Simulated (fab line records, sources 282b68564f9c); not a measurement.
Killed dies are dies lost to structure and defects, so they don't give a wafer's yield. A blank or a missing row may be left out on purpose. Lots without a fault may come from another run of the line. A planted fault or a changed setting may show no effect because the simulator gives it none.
fab line records | flow rit_cmos
record lots=15 wafers=45 last_day=8
route steps=202 shown PSD@150 M1@202
lots that met no fault: from a run of the same line without faults
start_h: hours from the record's first day to the start of the lot's first wafer shown | wait_h: hours since the lot's step before | " the same as in the row above | L1.1+2: a row that stands for several wafers | - no value, or no start given | * or withheld: withheld | < > ~ a bound
route shown NAME@n: a module of which the file shows steps, and the number in the route of the first | usual: mean/standard deviation of fault-free wafers | same: alike in all rows | chamber/n: place in a boat | sites: the reading at each site | _std_site: their standard deviation | _edge_site: outer sites' mean less inner sites' | radius_mm: how far each site lies from the wafer's centre | mask NAME#n: copy n | behind: the tool/chamber that last shaped the wafer | hold: why the lot was held/for how many hours/how that ended | device: the transistor (n, p or np) that didn't switch | end of line: the same wafers' tests at the end of the route | a step without rows: its recipe alone | killed: dies lost to structure and defects at the first sort, not the wafer's yield | map: a wafer's dies, x killed, . not, _ none there
set.NAME: the setting as run; set.NAME@STEP: as run at that earlier step | model.NAME: the simulator's own value behind a step, which no gauge read
steps of the route over a sample of lots; a table a step, a row a wafer
services: from which hour (start_h, from the record's first day; less than 0 if before it) a tool's chamber was out of use, for how many hours, and why
## steps
# step RIT_PSD_IMPLANT_08
# recipe species=BF2 energy_kev=27 dose_cm2=5e+15 tilt_deg=6.82
# usual beam_on_s=11.3/1.4 dose_ions_cm2=4.999e+15/5.4e+12 end_station_pressure_torr=1.61e-05/1.8e-06 faraday_current_uA=13695/1500
# columns lot.wafer tool chamber start_h wait_h beam_on_s dose_ions_cm2 end_station_pressure_torr faraday_current_uA
L450.1 implanter-01 0 52.29 0.1 11.2 4.999e+15 1.62e-05 13661
L450.3 " 0 " " 10.9 5.004e+15 1.52e-05 13887
L450.4 " 0 " " 11.7 4.998e+15 1.47e-05 13139
L452.1 implanter-04 0 60.30 0.1 9.9 4.996e+15 1.89e-05 15301
L452.2 " 0 " " 10.1 4.992e+15 1.73e-05 14957
L452.5 " 0 " " 10.0 4.986e+15 1.59e-05 15163
L453.2 implanter-01 0 64.59 0.1 11.3 5.006e+15 1.53e-05 13572
L453.3 " 0 " " 11.6 4.999e+15 1.67e-05 13221
L453.5 " 0 " " 11.4 4.994e+15 1.61e-05 13461
L458.2 implanter-02 0 92.88 0.1 13.3 4.999e+15 1.31e-05 11500
L458.3 " 0 " " 13.3 4.999e+15 1.3e-05 11581
L458.6 " 0 " " 13.7 4.998e+15 1.33e-05 11193
L459.1 implanter-04 0 99.06 0.1 9.9 5.006e+15 1.7e-05 15304
L459.5 " 0 " " 10.0 5.003e+15 1.78e-05 15053
L459.6 " 0 " " 10.0 5.004e+15 1.64e-05 15107
L460.1 implanter-02 0 100.96 0.1 13.6 5.008e+15 1.44e-05 11268
L460.4 " 0 " " 13.4 4.996e+15 1.36e-05 11417
L460.5 " 0 " " 13.3 5.001e+15 1.48e-05 11599
L461.1 implanter-04 0 108.12 0.1 10.0 4.995e+15 1.7e-05 15162
L461.3 " 0 " " 10.3 5.005e+15 1.66e-05 14810
L461.6 " 0 " " 9.8 4.996e+15 1.81e-05 15521
L462.1 implanter-04 0 115.34 0.1 10.2 4.999e+15 1.74e-05 14859
L462.2 " 0 " " 10.0 4.998e+15 1.79e-05 15260
L462.6 " 0 " " 9.8 4.992e+15 1.64e-05 15560
L463.2 implanter-02 0 117.27 0.1 13.3 4.998e+15 1.36e-05 11539
L463.4 " 0 " " 13.6 5.005e+15 1.33e-05 11296
L463.6 " 0 " " 13.8 5.006e+15 1.31e-05 11176
L465.2 implanter-04 0 125.80 0.1 9.7 5.001e+15 1.83e-05 15473
L465.4 " 0 " " 10.4 4.998e+15 1.97e-05 14660
L465.5 " 0 " " 9.6 5.003e+15 1.83e-05 15707
L466.1 implanter-04 0 131.07 0.1 10.0 1.795e+15 1.01e-05 5568
L466.5 " 0 " " 10.1 1.798e+15 9.2e-06 5557
L466.6 " 0 " " 9.9 1.789e+15 9.6e-06 5701
L467.1 implanter-04 0 135.44 0.1 9.6 1.798e+15 9.6e-06 5809
L467.5 " 0 " " 9.9 1.794e+15 1.03e-05 5662
L467.6 " 0 " " 10.2 1.802e+15 9.6e-06 5493
L468.2 implanter-04 0 145.01 0.1 9.9 1.806e+15 9.9e-06 5645
L468.4 " 0 " " 9.7 1.796e+15 1.01e-05 5787
L468.6 " 0 " " 9.9 1.803e+15 8.9e-06 5680
L469.2 implanter-01 0 152.85 0.1 11.1 5.003e+15 1.49e-05 13767
L469.4 " 0 " " 11.3 5.006e+15 1.76e-05 13482
L469.6 " 0 " " 11.1 4.996e+15 1.55e-05 13694
L473.1 implanter-01 0 180.39 0.1 11.4 5.001e+15 1.65e-05 13468
L473.4 " 0 " " 11.2 5.007e+15 1.53e-05 13709
L473.6 " 0 " " 10.9 5.007e+15 1.58e-05 14062
# step RIT_PSD_TW_MEAS_10
# usual PSD_TW=3434/23
# columns lot.wafer tool chamber start_h wait_h PSD_TW
L450.1 film_metro-02 - 52.61 0.1 3460
L450.3 " - " " 3467
L450.4 " - " " 3466
L452.1 film_metro-04 - 60.63 0.1 3445
L452.2 " - " " 3437
L452.5 " - " " 3434
L453.2 film_metro-02 - 64.90 0.1 3470
L453.3 " - " " 3459
L453.5 " - " " 3469
L458.2 film_metro-04 - 93.19 0.1 3414
L458.3 " - " " 3418
L458.6 " - " " 3411
L459.1 film_metro-02 - 99.38 0.1 3443
L459.5 " - " " 3440
L459.6 " - " " 3446
L460.1 film_metro-01 - 101.28 0.1 3406
L460.4 " - " " 3423
L460.5 " - " " 3412
L461.1 film_metro-02 - 108.45 0.1 3458
L461.3 " - " " 3449
L461.6 " - " " 3452
L462.1 film_metro-02 - 115.66 0.1 3445
L462.2 " - " " 3450
L462.6 " - " " 3442
L463.2 film_metro-02 - 117.58 0.1 3456
L463.4 " - " " 3454
L463.6 " - " " 3458
L465.2 film_metro-02 - 126.11 0.1 3468
L465.4 " - " " 3466
L465.5 " - " " 3450
L466.1 film_metro-01 - 131.39 0.1 3001
L466.5 " - " " 2996
L466.6 " - " " 2993
L467.1 film_metro-01 - 135.77 0.1 2996
L467.5 " - " " 2971
L467.6 " - " " 2978
L468.2 film_metro-04 - 145.32 0.1 2990
L468.4 " - " " 2973
L468.6 " - " " 2970
L469.2 film_metro-01 - 153.16 0.1 3404
L469.4 " - " " 3406
L469.6 " - " " 3398
L473.1 film_metro-01 - 180.72 0.1 3415
L473.4 " - " " 3405
L473.6 " - " " 3427
# step RIT_SDANNEAL_RS_MEAS_04
# recipe thk_meas_gauge=four-point-probe
# usual PSD_RS=115.93/0.26
# columns lot.wafer tool chamber start_h wait_h PSD_RS[ohm/sq]
L450.1 film_metro-04 - 53.12 0.0 115.71
L450.3 " - " " 115.46
L450.4 " - " " 115.77
L452.1 film_metro-02 - 61.11 0.0 115.54
L452.2 " - " " 115.97
L452.5 " - " " 115.33
L453.2 film_metro-02 - 65.41 0.1 115.97
L453.3 " - " " 115.83
L453.5 " - " " 116.00
L458.2 film_metro-04 - 93.69 0.1 115.96
L458.3 " - " " 115.70
L458.6 " - " " 116.18
L459.1 film_metro-02 - 99.87 0.0 115.58
L459.5 " - " " 116.07
L459.6 " - " " 115.77
L460.1 film_metro-02 - 101.77 0.0 116.18
L460.4 " - " " 116.56
L460.5 " - " " 116.42
L461.1 film_metro-02 - 108.95 0.0 115.50
L461.3 " - " " 115.71
L461.6 " - " " 115.85
L462.1 film_metro-01 - 116.16 0.0 115.97
L462.2 " - " " 116.21
L462.6 " - " " 116.29
L463.2 film_metro-04 - 118.12 0.1 115.75
L463.4 " - " " 116.30
L463.6 " - " " 115.74
L465.2 film_metro-04 - 126.61 0.1 115.93
L465.4 " - " " 116.11
L465.5 " - " " 115.94
L466.1 film_metro-02 - 131.88 0.0 130.71
L466.5 " - " " 130.96
L466.6 " - " " 131.19
L467.1 film_metro-02 - 136.27 0.0 131.04
L467.5 " - " " 130.61
L467.6 " - " " 130.57
L468.2 film_metro-01 - 145.85 0.1 130.99
L468.4 " - " " 130.84
L468.6 " - " " 131.33
L469.2 film_metro-01 - 153.68 0.1 116.40
L469.4 " - " " 115.86
L469.6 " - " " 116.26
L473.1 film_metro-04 - 181.20 0.0 115.93
L473.4 " - " " 115.96
L473.6 " - " " 116.39
# step RIT_M1_PROBE_99
# usual killed_at_M0_to_M3=0.0/0.12 killed_at_contacts=0.1/0.24 killed_at_front_end=6.7/2.9 killed_dies=6.8/2.9 killed_open=3.5/2 killed_short=3.2/1.9
# same gross_dies=264 killed_at_M4_up=0 killed_at_back_side=0 killed_at_other=0
# columns lot.wafer tool chamber start_h wait_h killed_at_M0_to_M3 killed_at_contacts killed_at_front_end killed_dies killed_open killed_short
L461.1 prober-02 - 116.36 0.1 0 0 10 10 7 3
L461.3 prober-02 - 116.46 0.2 0 0 12 12 6 6
L461.6 prober-02 - 116.61 0.2 0 0 12 12 6 6
L467.1 prober-02 - 143.67 0.1 0 0 3 3 2 1
L467.5 prober-02 - 143.87 0.2 0 0 7 7 4 3
L467.6 prober-02 - 143.92 0.2 0 0 5 5 5 0
# killed by level:class
L461.1 FOX1:geometric_particle:open=3 GATE:geometric_particle:short=2 GATE:geometric_particle:open=2 FOX1:geometric_particle:short=1 REOX:geometric_particle:open=1 SPACER:geometric_particle:open=1
L461.3 GATE:geometric_particle:short=3 FOX1:geometric_particle:open=2 GATE:geometric_particle:open=2 SILICIDE:geometric_particle:short=2 FOX2:geometric_particle:short=1 REOX:geometric_particle:open=1 SILICIDE:geometric_particle:open=1
L461.6 FOX2:geometric_particle:open=3 GATE:geometric_particle:short=2 REOX:geometric_particle:short=2 FOX1:geometric_particle:open=1 FOX2:geometric_particle:short=1 GATE:geometric_particle:open=1 REOX:geometric_particle:open=1 SILICIDE:geometric_particle:short=1
L467.1 GATE:geometric_particle:short=1 GATE:geometric_particle:open=1 SPACER:geometric_particle:open=1
L467.5 FOX1:geometric_particle:open=3 GATE:geometric_particle:short=2 FOX2:geometric_particle:short=1 GATE:geometric_particle:open=1
L467.6 FOX1:geometric_particle:open=2 FOX2:geometric_particle:open=1 REOX:geometric_particle:open=1 SILICIDE:geometric_particle:open=1
## services
# columns tool chamber start_h hours kind
implanter-02 - 37.05 4.4 pm
implanter-04 - 40.06 2.4 repair
implanter-01 - 68.75 28.6 repair
implanter-04 - 84.12 1.4 repair
implanter-02 - 134.82 3.3 repair
implanter-02 - 166.18 4.7 pm
implanter-02 - 180.13 3.9 pm
## key
first_sign step=RIT_PSD_IMPLANT_08 reading=dose_ions_cm2 direction=down sigmas=99+ usual=4.999e+15 struck=1.798e+15
effect step=RIT_PSD_IMPLANT_08 reading=faraday_current_uA direction=down sigmas=5.3 usual=13695 struck=5656
effect step=RIT_PSD_TW_MEAS_10 reading=PSD_TW direction=down sigmas=19 usual=3434 struck=2985
effect step=RIT_SDANNEAL_RS_MEAS_04 reading=PSD_RS direction=up sigmas=58 usual=115.93 struck=130.91
met_at RIT_PSD_IMPLANT_08
struck_lots L466,L467,L468
tester_left_out L466,L467,L468
onset_between 125.80 131.07
fault kind=process_parameter_drift tool=implanter-04 chamber=- onset_h=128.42 steps=RIT_PSD_IMPLANT_08 channel=dose_cm2 offset=-3.2e+15 shape=step end_h=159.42 acts_in=these_recipes_only stated=5e+15
# tester_left_out: of these lots the tester's yield and bins aren't shown, on N5 and GAA mostly nor the transistor test; their killed dies are dies lost to structure and defects alone, not to doping, threshold or leakage, so they don't give the yield
